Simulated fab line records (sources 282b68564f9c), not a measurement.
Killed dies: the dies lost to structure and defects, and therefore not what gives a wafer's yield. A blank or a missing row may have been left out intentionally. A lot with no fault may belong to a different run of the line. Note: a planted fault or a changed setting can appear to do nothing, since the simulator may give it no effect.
fab line records	flow rit_cmos
record: lots: 5	wafers: 23
route steps=202 shown PLDD@122 SPACER@130 PSD@143 NLDD@160 CONTACT@168 M1@184
start_h: hours from the record's first day to the start of the lot's first wafer shown	wait_h: hours from the lot's prior step to this one	" repeats the value in the row above	L1.1+2: several wafers, shown together as one row	- either no value or no given start	* or withheld: withheld	< > ~ a bound
route shown NAME@n: NAME is a module with steps in the file, n the number in the route of the first one	usual: mean and standard deviation over wafers with no fault	same: alike in all rows	chamber/n: place in a boat	sites: per-site readings	_std_site: how widely they spread, as a standard deviation	_edge_site: inner sites' mean taken away from outer sites' mean	radius_mm: how far each site lies from the wafer's centre	mask NAME#n: copy n	behind: the most recent tool/chamber to have shaped the wafer	hold: reason for holding the lot/hours on hold/outcome of the hold	device: transistor that didn't switch, given as n, p or np	end of line: the route-end tests of the same wafers	for a step that has no rows: nothing shown but its recipe	killed: not the wafer's yield, but the dies lost to structure and defects at the first sort	map: shows each die of a wafer: x if killed, . if not, _ if none is there
set.NAME: the setting that was run; set.NAME@STEP: the one run at that earlier step	model.NAME: the simulator's own value behind a step, which no gauge read
lots whose settings were changed on purpose; a table a step, a row a wafer
== steps ==
step: RIT_PLDD_IMPLANT_08
recipe: species: BF2	energy_kev: 20	dose_cm2: 9e+14	tilt_deg: 7
lot.wafer	tool	chamber	start_h	wait_h	set.dose_cm2
L074.1+2+5	implanter-03	0	43.47	0.1	9e+14
L074.4+6	"	0	"	"	9.533e+14
L076.1+3+4	implanter-02	0	53.22	0.1	9e+14
L076.5+6	"	0	"	"	9.481e+14
L077.1+2+3+5+6	implanter-03	0	58.61	0.1	9e+14
L079.1+2+4	implanter-03	0	68.63	0.1	9e+14
L084.1+2+3	implanter-02	0	93.26	0.1	8.632e+14
L084.4+5	"	0	"	"	9e+14
step: RIT_PLDD_STRIP_09
recipe: chemistry: O2	time_s: 180	resist: NOVOLAK	platen_temp_c: withheld	power_w: 500	pressure_mtorr: 4000	o2_flow_sccm: 4000
step: RIT_PLDD_TW_MEAS_10
usual: PLDD_TW: 2327/14
lot.wafer	tool	chamber	start_h	wait_h	set.dose_cm2@PLDD_IMPLANT_08	PLDD_TW
L074.1	film_metro-01	-	43.80	0.1	9e+14	2358
L074.2	"	-	"	"	9e+14	2347
L074.4	"	-	"	"	9.533e+14	2378
L074.5	"	-	"	"	9e+14	2351
L074.6	"	-	"	"	9.533e+14	2386
L076.1	film_metro-03	-	53.55	0.1	9e+14	2327
L076.3	"	-	"	"	9e+14	2332
L076.4	"	-	"	"	9e+14	2322
L076.5	"	-	"	"	9.481e+14	2359
L076.6	"	-	"	"	9.481e+14	2352
L077.1	film_metro-01	-	58.93	0.1	9e+14	2348
L077.2	"	-	"	"	9e+14	2355
L077.3	"	-	"	"	9e+14	2347
L077.5	"	-	"	"	9e+14	2339
L077.6	"	-	"	"	9e+14	2343
L079.1	film_metro-03	-	68.95	0.1	9e+14	2317
L079.2	"	-	"	"	9e+14	2322
L079.4	"	-	"	"	9e+14	2315
L084.1	film_metro-02	-	93.58	0.1	8.632e+14	2291
L084.2	"	-	"	"	8.632e+14	2293
L084.3	"	-	"	"	8.632e+14	2281
L084.4	"	-	"	"	9e+14	2329
L084.5	"	-	"	"	9e+14	2322
step: RIT_SPACER_ETCHBACK_05
recipe: target_depth_a: 2500	SF6_flow_sccm: 30	CHF3_flow_sccm: 30	target: Si3N4	chemistry: SF6/CHF3	pressure_mtorr: 40	rf_w: 250	time_s: 240	stop_on: SiO2
lot.wafer	tool	chamber	start_h	wait_h	set.time_s	model.poly-Si_of_GATE_CVD_08.thk_nm	model.Si3N4_of_SPACER_CVD_03.thk_nm
L074.1	rie_diel-01	3	46.20	0.1	263.8	158.1	189.1
L074.2	"	0	"	"	240	165.9	197.5
L074.4	"	1	"	"	240	166.8	198.2
L074.5	"	3	"	"	240	164.6	195.7
L074.6	"	0	"	"	263.8	158.6	190.8
L076.1	rie_diel-04	1	56.03	0.1	240	164.5	193.7
L076.3	"	3	"	"	206.6	175.4	201.9
L076.4	"	0	"	"	240	165.7	194.1
L076.5	"	1	"	"	240	165.8	193.5
L076.6	"	2	"	"	206.6	173.7	202.9
L077.1	rie_diel-04	0	61.34	0.1	240	168.8	194.1
L077.2	"	2	"	"	240	168	193
L077.3	"	1	"	"	259.2	163.3	188.8
L077.5	"	1	"	"	259.2	159.6	189.1
L077.6	"	2	"	"	259.2	162.4	187.6
L079.1	rie_diel-03	3	72.10	0.1	240	169.7	192.1
L079.2	"	0	"	"	240	167.1	193.3
L079.4	"	1	"	"	240	166.7	193.6
L084.1	rie_diel-03	0	96.29	0.1	240	167.2	190.7
L084.2	"	1	"	"	269	160.3	186
L084.3	"	2	"	"	240	167.9	191.6
L084.4	"	3	"	"	269	162.9	186.3
L084.5	"	0	"	"	269	163.8	185.1
step: RIT_PSD_COAT_01
recipe: resist: NOVOLAK	spin_rpm: 3250	resist_thk_nm: 1000
lot.wafer	tool	chamber	start_h	wait_h	set.resist_thk_nm	model.NOVOLAK_of_PSD_COAT_01.thk_nm
L074.1	litho_track-01	0	48.30	0.1	984.8	981.1
L074.2	"	0	"	"	1000	994.8
L074.4	"	0	"	"	984.8	981.4
L074.5	"	0	"	"	1000	996.2
L074.6	"	0	"	"	984.8	983.9
L076.1	litho_track-02	0	57.96	0.1	1000	994.1
L076.3	"	0	"	"	1000	994.7
L076.4	"	0	"	"	1000	993.8
L076.5	"	0	"	"	1000	995
L076.6	"	0	"	"	1000	994.5
L077.1	litho_track-01	0	63.34	0.1	1000	999.1
L077.2	"	0	"	"	1000	1000
L077.3	"	0	"	"	965.1	963.3
L077.5	"	0	"	"	1000	1001
L077.6	"	0	"	"	965.1	963.5
L079.1	litho_track-01	0	73.83	0.1	1000	992.5
L079.2	"	0	"	"	1000	995.8
L079.4	"	0	"	"	1000	992
L084.1	litho_track-01	0	98.01	0.1	984.3	984.4
L084.2+4	"	0	"	"	984.3	984.5
L084.3	"	0	"	"	1000	999.2
L084.5	"	0	"	"	1000	997.8
step: RIT_PSD_SOFTBAKE_02
recipe: resist: NOVOLAK	temp_c: 90	time_s: 62.31
step: RIT_PSD_EXPOSE_03
recipe: mask_id: M10	na: 0.57	target_cd_nm: 40900	dose_mj: 250
step: RIT_PSD_DEVELOP_05
recipe: resist: NOVOLAK	develop_time_s: 50	dev_temp_c: 23
step: RIT_PSD_HARDBAKE_07
recipe: resist: NOVOLAK	temp_c: 140	time_s: 60
lot.wafer	tool	chamber	start_h	wait_h	set.resist_thk_nm@PSD_COAT_01	model.NOVOLAK_of_PSD_COAT_01.thk_nm
L074.1	litho_track-04	0	49.21	0.0	984.8	867.2
L074.2	"	0	"	"	1000	879.3
L074.4	"	0	"	"	984.8	867.5
L074.5	"	0	"	"	1000	880.5
L074.6	"	0	"	"	984.8	869.7
L076.1	litho_track-02	0	58.82	0.0	1000	878.6
L076.3	"	0	"	"	1000	879.2
L076.4	"	0	"	"	1000	878.4
L076.5	"	0	"	"	1000	879.4
L076.6	"	0	"	"	1000	879
L077.1	litho_track-04	0	64.08	0.0	1000	883
L077.2	"	0	"	"	1000	883.9
L077.3	"	0	"	"	965.1	851.7
L077.5	"	0	"	"	1000	884.5
L077.6	"	0	"	"	965.1	851.8
L079.1	litho_track-01	0	74.69	0.0	1000	877.2
L079.2	"	0	"	"	1000	880.1
L079.4	"	0	"	"	1000	876.8
L084.1	litho_track-01	0	98.77	0.0	984.3	870
L084.2+4	"	0	"	"	984.3	870.2
L084.3	"	0	"	"	1000	883.1
L084.5	"	0	"	"	1000	881.9
step: RIT_PSD_IMPLANT_08
recipe: species: BF2	energy_kev: 27	dose_cm2: 5e+15	tilt_deg: 7
lot.wafer	tool	chamber	start_h	wait_h	set.dose_cm2
L074.1+5+6	implanter-02	0	49.36	0.1	5e+15
L074.2+4	"	0	"	"	4.678e+15
L076.1+5+6	implanter-02	0	58.97	0.1	5e+15
L076.3+4	"	0	"	"	4.853e+15
L077.1+5	implanter-03	0	64.23	0.1	5e+15
L077.2+3+6	"	0	"	"	5.231e+15
L079.1+2+4	implanter-03	0	74.84	0.1	5e+15
L084.1+2+3+4+5	implanter-03	0	98.92	0.1	5e+15
step: RIT_PSD_STRIP_09
recipe: chemistry: O2	time_s: 180	resist: NOVOLAK	platen_temp_c: withheld	power_w: 500	pressure_mtorr: 4000	o2_flow_sccm: 4000
step: RIT_SDANNEAL_RS_MEAS_06
recipe: thk_meas_gauge: four-point-probe
usual: PLDD_RS: 179.0/0.5
lot.wafer	tool	chamber	start_h	wait_h	set.dose_cm2@PLDD_IMPLANT_08	PLDD_RS[ohm/sq]
L074.1	film_metro-02	-	50.43	0.1	9e+14	178.3
L074.2	"	-	"	"	9e+14	178.3
L074.4	"	-	"	"	9.533e+14	174.1
L074.5	"	-	"	"	9e+14	178.4
L074.6	"	-	"	"	9.533e+14	173.8
L076.1	film_metro-03	-	60.05	0.1	9e+14	179.3
L076.3	"	-	"	"	9e+14	179.6
L076.4	"	-	"	"	9e+14	179.8
L076.5	"	-	"	"	9.481e+14	175.3
L076.6	"	-	"	"	9.481e+14	175.3
L077.1	film_metro-02	-	65.37	0.1	9e+14	177.8
L077.2	"	-	"	"	9e+14	178.7
L077.3	"	-	"	"	9e+14	178.2
L077.5	"	-	"	"	9e+14	178.8
L077.6	"	-	"	"	9e+14	178.4
L079.1	film_metro-03	-	75.89	0.1	9e+14	179.3
L079.2	"	-	"	"	9e+14	179.5
L079.4	"	-	"	"	9e+14	179.4
L084.1	film_metro-02	-	99.97	0.1	8.632e+14	182.1
L084.2	"	-	"	"	8.632e+14	182.7
L084.3	"	-	"	"	8.632e+14	182.4
L084.4	"	-	"	"	9e+14	178.3
L084.5	"	-	"	"	9e+14	178.5
step: RIT_SDANNEAL_RS_MEAS_07
recipe: thk_meas_gauge: four-point-probe
usual: NLDD_RS: 151.8/0.65
lot.wafer	tool	chamber	start_h	wait_h	set.dose_cm2@NLDD_IMPLANT_08	NLDD_RS[ohm/sq]
L074.1	film_metro-02	-	50.55	0.1	5.279e+14	145.9
L074.2	"	-	"	"	5e+14	152.1
L074.4	"	-	"	"	5.279e+14	145.6
L074.5	"	-	"	"	5e+14	152.6
L074.6	"	-	"	"	5e+14	152.5
L076.1	film_metro-03	-	60.17	0.1	4.869e+14	154.5
L076.3	"	-	"	"	5e+14	151.1
L076.4	"	-	"	"	5e+14	151.9
L076.5	"	-	"	"	5e+14	151.8
L076.6	"	-	"	"	4.869e+14	155.2
L077.1	film_metro-02	-	65.49	0.1	5e+14	151.6
L077.2	"	-	"	"	5.334e+14	143.6
L077.3	"	-	"	"	5.334e+14	143.6
L077.5	"	-	"	"	5e+14	152.1
L077.6	"	-	"	"	5e+14	150.5
L079.1	film_metro-03	-	76.01	0.1	5e+14	151.8
L079.2	"	-	"	"	5e+14	151.4
L079.4	"	-	"	"	5e+14	150.9
L084.1	film_metro-02	-	100.09	0.1	4.858e+14	155.0
L084.2	"	-	"	"	4.858e+14	155.0
L084.3	"	-	"	"	5e+14	151.1
L084.4	"	-	"	"	5e+14	151.0
L084.5	"	-	"	"	4.858e+14	154.5
step: RIT_CONTACT_CVD_00
recipe: material: SiO2	target_thk_nm: 400	precursor: TEOS	temp_c: 390	time_s: 61	rf_w: 400
lot.wafer	tool	chamber	start_h	wait_h	set.time_s	model.SiO2_of_CONTACT_CVD_00.thk_nm
L074.1	pecvd-03	2	51.19	0.1	61	401.1
L074.2+5+6	"	0,2,0	"	"	61	-
L074.4	"	1	"	"	61	394.8
L076.1+3+6	pecvd-02	1,0,1	60.81	0.1	61	-
L076.4	"	2	"	"	61	404.1
L076.5	"	0	"	"	61	406.2
L077.1	pecvd-03	2	66.20	0.1	61	395
L077.2	"	1	"	"	53.42	348.2
L077.3	"	0	"	"	61	392.6
L077.5	"	0	"	"	53.42	349
L077.6	"	2	"	"	53.42	352.2
L079.1	pecvd-02	2	76.71	0.1	61	403.4
L079.2	"	0	"	"	61	397.3
L079.4	"	0	"	"	61	405.4
L084.1	pecvd-01	2	100.73	0.1	61	398.3
L084.2	"	0	"	"	57.14	375.4
L084.3	"	1	"	"	61	-
L084.4	"	1	"	"	57.14	-
L084.5	"	0	"	"	61	404.5
step: RIT_CONTACT_THK_MEAS_01
recipe: reads: SiO2_of_CONTACT_CVD_00
usual: CONTACT_TEOS_THK: 401/4.9
lot.wafer	tool	chamber	start_h	wait_h	set.time_s@CONTACT_CVD_00	CONTACT_TEOS_THK[nm]
L074.1	film_metro-04	-	51.24	0.0	61	401
L074.2	"	-	"	"	61	392
L074.4	"	-	"	"	61	395
L074.5	"	-	"	"	61	404
L074.6	"	-	"	"	61	397
L076.1	film_metro-02	-	60.86	0.0	61	400
L076.3	"	-	"	"	61	396
L076.4	"	-	"	"	61	404
L076.5	"	-	"	"	61	406
L076.6	"	-	"	"	61	404
L077.1	film_metro-03	-	66.25	0.0	61	395
L077.2	"	-	"	"	53.42	348
L077.3	"	-	"	"	61	392
L077.5	"	-	"	"	53.42	349
L077.6	"	-	"	"	53.42	352
L079.1	film_metro-02	-	76.76	0.0	61	403
L079.2	"	-	"	"	61	397
L079.4	"	-	"	"	61	406
L084.1	film_metro-02	-	100.78	0.0	61	398
L084.2	"	-	"	"	57.14	375
L084.3	"	-	"	"	61	402
L084.4	"	-	"	"	57.14	383
L084.5	"	-	"	"	61	405
step: RIT_M1_SPUTTER_00
recipe: material: Al	target_thk_nm: 400	power_w: 2000	chamber_pressure_pa: 0.4	gas: Ar	time_s: 500	substrate_temp_c: 25
lot.wafer	tool	chamber	start_h	wait_h	set.time_s	model.Al_of_M1_SPUTTER_00.thk_nm
L074.1	pvd_sputter-01	-	53.48	0.0	500	404
L074.2	"	-	"	"	454.4	368.5
L074.4	"	-	"	"	500	404.9
L074.5	"	-	"	"	454.4	368
L074.6	"	-	"	"	454.4	368.9
L076.1	pvd_sputter-01	-	63.18	0.0	448.1	368.3
L076.3	"	-	"	"	448.1	361.5
L076.4	"	-	"	"	500	407.8
L076.5	"	-	"	"	500	406.3
L076.6	"	-	"	"	448.1	366.8
L077.1	pvd_sputter-03	-	68.71	0.0	500	395.2
L077.2	"	-	"	"	500	399.3
L077.3	"	-	"	"	500	397.4
L077.5	"	-	"	"	500	398.3
L077.6	"	-	"	"	500	398.2
L079.1	pvd_sputter-03	-	79.09	0.0	500	395.1
L079.2	"	-	"	"	500	396.3
L079.4	"	-	"	"	500	398.2
L084.1	pvd_sputter-01	-	102.95	0.0	500	398.3
L084.2	"	-	"	"	500	402
L084.3	"	-	"	"	458.4	369.1
L084.4	"	-	"	"	458.4	368.5
L084.5	"	-	"	"	500	401.3
step: RIT_M1_RS_MEAS_01
recipe: thk_meas_gauge: four-point-probe	reads: Al_of_M1_SPUTTER_00
usual: M1_AL_RS: 0.0733/0.00071
lot.wafer	tool	chamber	start_h	wait_h	set.time_s@M1_SPUTTER_00	M1_AL_RS[ohm/sq]
L074.1	film_metro-01	-	53.78	0.1	500	0.0725
L074.2	"	-	"	"	454.4	0.0799
L074.4	"	-	"	"	500	0.0724
L074.5	"	-	"	"	454.4	0.0798
L074.6	"	-	"	"	454.4	0.0796
L076.1	film_metro-02	-	63.47	0.1	448.1	0.0798
L076.3	"	-	"	"	448.1	0.0814
L076.4	"	-	"	"	500	0.0718
L076.5	"	-	"	"	500	0.0722
L076.6	"	-	"	"	448.1	0.0801
L077.1	film_metro-01	-	69.01	0.1	500	0.0743
L077.2	"	-	"	"	500	0.0735
L077.3	"	-	"	"	500	0.0740
L077.5	"	-	"	"	500	0.0736
L077.6	"	-	"	"	500	0.0737
L079.1	film_metro-01	-	79.38	0.1	500	0.0744
L079.2	"	-	"	"	500	0.0741
L079.4	"	-	"	"	500	0.0737
L084.1	film_metro-02	-	103.25	0.1	500	0.0736
L084.2	"	-	"	"	500	0.0729
L084.3	"	-	"	"	458.4	0.0798
L084.4	"	-	"	"	458.4	0.0797
L084.5	"	-	"	"	500	0.0732
step: RIT_M1_THK_MEAS_02
recipe: thk_meas_gauge: xrf	reads: Al_of_M1_SPUTTER_00
usual: M1_AL_THK: 406/4.5
lot.wafer	tool	chamber	start_h	wait_h	set.time_s@M1_SPUTTER_00	M1_AL_THK[nm]
L074.1	film_metro-01	-	53.90	0.1	500	411
L074.2	"	-	"	"	454.4	376
L074.4	"	-	"	"	500	411
L074.5	"	-	"	"	454.4	374
L074.6	"	-	"	"	454.4	375
L076.1	film_metro-02	-	63.59	0.1	448.1	373
L076.3	"	-	"	"	448.1	365
L076.4	"	-	"	"	500	413
L076.5	"	-	"	"	500	411
L076.6	"	-	"	"	448.1	371
L077.1	film_metro-01	-	69.13	0.1	500	401
L077.2	"	-	"	"	500	406
L077.3	"	-	"	"	500	406
L077.5	"	-	"	"	500	408
L077.6	"	-	"	"	500	406
L079.1	film_metro-01	-	79.50	0.1	500	401
L079.2	"	-	"	"	500	404
L079.4	"	-	"	"	500	403
L084.1	film_metro-02	-	103.37	0.1	500	405
L084.2	"	-	"	"	500	405
L084.3	"	-	"	"	458.4	376
L084.4	"	-	"	"	458.4	374
L084.5	"	-	"	"	500	408
step: RIT_M1_EXPOSE_06
recipe: mask_id: M12	na: 0.6	source_shape: conventional	sigma_outer: 0.5	target_cd_nm: 2600	dose_mj: 250
lot.wafer	tool	chamber	start_h	wait_h	mask	set.dose_mj
L074.1+2+4+5+6	iline_stepper-02	0	54.41	0.1	M12#0	250
L076.1+3+4	iline_stepper-02	0	64.23	0.2	M12#0	263.9
L076.5+6	"	0	"	"	M12#0	250
L077.1+3+6	iline_stepper-01	0	69.76	0.2	M12#0	250
L077.2+5	"	0	"	"	M12#0	258.9
L079.1+2+4	iline_stepper-02	0	80.01	0.1	M12#0	250
L084.1+2+3	iline_stepper-01	0	104.00	0.2	M12#0	241.2
L084.4+5	"	0	"	"	M12#0	250
step: RIT_M1_PEB_07
recipe: resist: NOVOLAK	temp_c: withheld	time_s: withheld
step: RIT_M1_DEVELOP_08
recipe: resist: NOVOLAK	develop_time_s: 70.99	dev_temp_c: 23
lot.wafer	tool	chamber	start_h	wait_h	set.dose_mj@M1_EXPOSE_06	model.M1.cd_nm
L074.1+4+5+6	litho_track-02	0	-	-	250	2600
L074.2	"	0	"	"	250	2599
L076.1	litho_track-02	0	-	-	263.9	2585
L076.3	"	0	"	"	263.9	2583
L076.4	"	0	"	"	263.9	2584
L076.5	"	0	"	"	250	2602
L076.6	"	0	"	"	250	2600
L077.1	litho_track-02	0	-	-	250	2600
L077.2	"	0	"	"	258.9	2590
L077.3+6	"	0	"	"	250	2602
L077.5	"	0	"	"	258.9	2591
L079.1+4	litho_track-02	0	-	-	250	2598
L079.2	"	0	"	"	250	2599
L084.1	litho_track-03	0	-	-	241.2	2614
L084.2+3	"	0	"	"	241.2	2613
L084.4	"	0	"	"	250	2602
L084.5	"	0	"	"	250	2604
step: RIT_M1_CD_MEAS_09
recipe: target_cd_nm: 2600
usual: cd_nm: 2599.6/2.4
lot.wafer	tool	chamber	start_h	wait_h	set.dose_mj@M1_EXPOSE_06	cd_nm
L074.1	cd_sem-01	-	54.84	-	250	2600.2
L074.2	"	-	"	"	250	2598.8
L074.4	"	-	"	"	250	2599.9
L074.5	"	-	"	"	250	2600.1
L074.6	"	-	"	"	250	2600.5
L076.1	cd_sem-01	-	64.66	-	263.9	2585.0
L076.3	"	-	"	"	263.9	2583.7
L076.4	"	-	"	"	263.9	2584.6
L076.5	"	-	"	"	250	2602.3
L076.6	"	-	"	"	250	2599.8
L077.1	cd_sem-02	-	70.19	-	250	2600.2
L077.2	"	-	"	"	258.9	2590.4
L077.3	"	-	"	"	250	2601.8
L077.5	"	-	"	"	258.9	2590.4
L077.6	"	-	"	"	250	2601.7
L079.1	cd_sem-02	-	80.44	-	250	2597.7
L079.2	"	-	"	"	250	2599.1
L079.4	"	-	"	"	250	2597.7
L084.1	cd_sem-02	-	104.43	-	241.2	2614.2
L084.2	"	-	"	"	241.2	2613.3
L084.3	"	-	"	"	241.2	2613.3
L084.4	"	-	"	"	250	2602.7
L084.5	"	-	"	"	250	2604.1
step: RIT_M1_HARDBAKE_11
recipe: resist: NOVOLAK	temp_c: 140	time_s: 120
step: RIT_M1_METAL_ETCH_12
recipe: stop_on: SiO2	chemistry: Cl2/BCl3	target: Al	time_s: 165	over_etch_frac: 0.5	pressure_mtorr: 100	target_depth_a: 6000	rf_w: 250	Cl2_flow_sccm: 60	bcl3_flow_sccm: 50
usual: oes_product_au: 0.779/0.0098
lot.wafer	tool	chamber	start_h	wait_h	set.time_s@M1_SPUTTER_00	set.dose_mj@M1_EXPOSE_06	oes_product_au	model.M1.cd_nm
L074.1	rie_metal-04	1	55.24	0.2	500	250	0.792	2599
L074.2	"	0	"	"	454.4	250	0.746	2598
L074.4	"	1	"	"	500	250	0.789	2599
L074.5	"	1	"	"	454.4	250	0.753	2600
L074.6	"	0	"	"	454.4	250	0.746	2600
L076.1	rie_metal-02	0	65.06	0.2	448.1	263.9	0.755	2583
L076.3	"	1	"	"	448.1	263.9	0.722	2583
L076.4	"	0	"	"	500	263.9	0.789	2583
L076.5	"	0	"	"	500	250	0.795	2600
L076.6	"	1	"	"	448.1	250	0.727	2599
L077.1	rie_metal-04	1	70.60	0.2	500	250	0.777	2601
L077.2	"	0	"	"	500	258.9	0.783	2592
L077.3	"	1	"	"	500	250	0.789	2602
L077.5	"	1	"	"	500	258.9	0.784	2592
L077.6	"	0	"	"	500	250	0.786	2603
L079.1	rie_metal-02	0	80.85	0.2	500	250	0.783	2597
L079.2	"	1	"	"	500	250	0.765	2599
L079.4	"	1	"	"	500	250	0.759	2599
L084.1	rie_metal-03	1	104.84	0.2	500	241.2	0.765	2615
L084.2	"	1	"	"	500	241.2	0.776	2612
L084.3	"	1	"	"	458.4	241.2	0.742	2613
L084.4	"	1	"	"	458.4	250	0.739	2604
L084.5	"	1	"	"	500	250	0.780	2603
step: RIT_M1_STRIP_13
recipe: chemistry: nmp	resist: NOVOLAK	temp_c: 80	time_s: 600	dry: n2_spin
step: RIT_M1_STRIP_14
recipe: chemistry: O2	time_s: 180	platen_temp_c: withheld	power_w: 500	pressure_mtorr: 4000	o2_flow_sccm: 4000
step: RIT_M1_CD_MEAS_90
recipe: target_cd_nm: 2600
usual: cd_nm: 2599.5/2.6
lot.wafer	tool	chamber	start_h	wait_h	set.dose_mj@M1_EXPOSE_06	cd_nm
L074.1	cd_sem-01	-	55.75	0.1	250	2598.5
L074.2	"	-	"	"	250	2598.6
L074.4	"	-	"	"	250	2598.5
L074.5	"	-	"	"	250	2600.0
L074.6	"	-	"	"	250	2600.0
L076.1	cd_sem-01	-	65.58	0.1	263.9	2583.5
L076.3	"	-	"	"	263.9	2583.4
L076.4	"	-	"	"	263.9	2583.1
L076.5	"	-	"	"	250	2600.6
L076.6	"	-	"	"	250	2598.9
L077.1	cd_sem-02	-	71.12	0.1	250	2601.5
L077.2	"	-	"	"	258.9	2591.7
L077.3	"	-	"	"	250	2602.2
L077.5	"	-	"	"	258.9	2592.2
L077.6	"	-	"	"	250	2602.9
L079.1	cd_sem-01	-	81.36	0.1	250	2597.1
L079.2	"	-	"	"	250	2599.3
L079.4	"	-	"	"	250	2598.7
L084.1	cd_sem-02	-	105.51	0.1	241.2	2614.4
L084.2	"	-	"	"	241.2	2612.4
L084.3	"	-	"	"	241.2	2612.6
L084.4	"	-	"	"	250	2603.6
L084.5	"	-	"	"	250	2603.6
== key ==
split: step: RIT_PLDD_IMPLANT_08	setting: dose_cm2	stated: 9e+14	by: wafer
response: step: RIT_PLDD_TW_MEAS_10	reading: PLDD_TW	change: +5.98	per: 1%	r: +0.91
response: step: RIT_SDANNEAL_RS_MEAS_06	reading: PLDD_RS	change: -0.807	per: 1%	r: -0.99
split: step: RIT_SPACER_ETCHBACK_05	setting: time_s	stated: 240	by: wafer
response: step: RIT_SPACER_ETCHBACK_05	reading: model.poly-Si_of_GATE_CVD_08.thk_nm	change: -0.633	per: 1%	r: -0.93
response: step: RIT_SPACER_ETCHBACK_05	reading: model.Si3N4_of_SPACER_CVD_03.thk_nm	change: -0.591	per: 1%	r: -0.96
split: step: RIT_PSD_COAT_01	setting: resist_thk_nm	stated: 1000	by: wafer
response: step: RIT_PSD_COAT_01	reading: model.NOVOLAK_of_PSD_COAT_01.thk_nm	change: +10	per: 1%	r: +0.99
response: step: RIT_PSD_HARDBAKE_07	reading: model.NOVOLAK_of_PSD_COAT_01.thk_nm	change: +8.79	per: 1%	r: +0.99
split: step: RIT_PSD_IMPLANT_08	setting: dose_cm2	stated: 5e+15	by: wafer
response none clear
split: step: RIT_CONTACT_CVD_00	setting: time_s	stated: 61	by: wafer
response: step: RIT_CONTACT_CVD_00	reading: model.SiO2_of_CONTACT_CVD_00.thk_nm	change: +3.62	per: 1%	r: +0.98
response: step: RIT_CONTACT_THK_MEAS_01	reading: CONTACT_TEOS_THK	change: +3.55	per: 1%	r: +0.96
split: step: RIT_M1_SPUTTER_00	setting: time_s	stated: 500	by: wafer
response: step: RIT_M1_SPUTTER_00	reading: model.Al_of_M1_SPUTTER_00.thk_nm	change: +3.93	per: 1%	r: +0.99
response: step: RIT_M1_RS_MEAS_01	reading: M1_AL_RS	change: -0.000803	per: 1%	r: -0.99
response: step: RIT_M1_THK_MEAS_02	reading: M1_AL_THK	change: +3.94	per: 1%	r: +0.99
response: step: RIT_M1_METAL_ETCH_12	reading: oes_product_au	change: +0.00484	per: 1%	r: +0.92
split: step: RIT_M1_EXPOSE_06	setting: dose_mj	stated: 250	by: wafer
response: step: RIT_M1_DEVELOP_08	reading: model.M1.cd_nm	change: -2.99	per: 1%	r: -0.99
response: step: RIT_M1_CD_MEAS_09	reading: cd_nm	change: -2.98	per: 1%	r: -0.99
response: step: RIT_M1_METAL_ETCH_12	reading: model.M1.cd_nm	change: -2.86	per: 1%	r: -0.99
response: step: RIT_M1_CD_MEAS_90	reading: cd_nm	change: -2.88	per: 1%	r: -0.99
split outside_this_file step=RIT_NLDD_IMPLANT_08 setting=dose_cm2
split outside_this_file: this setting was split too, and the file shows its column; the key of that split is in another file
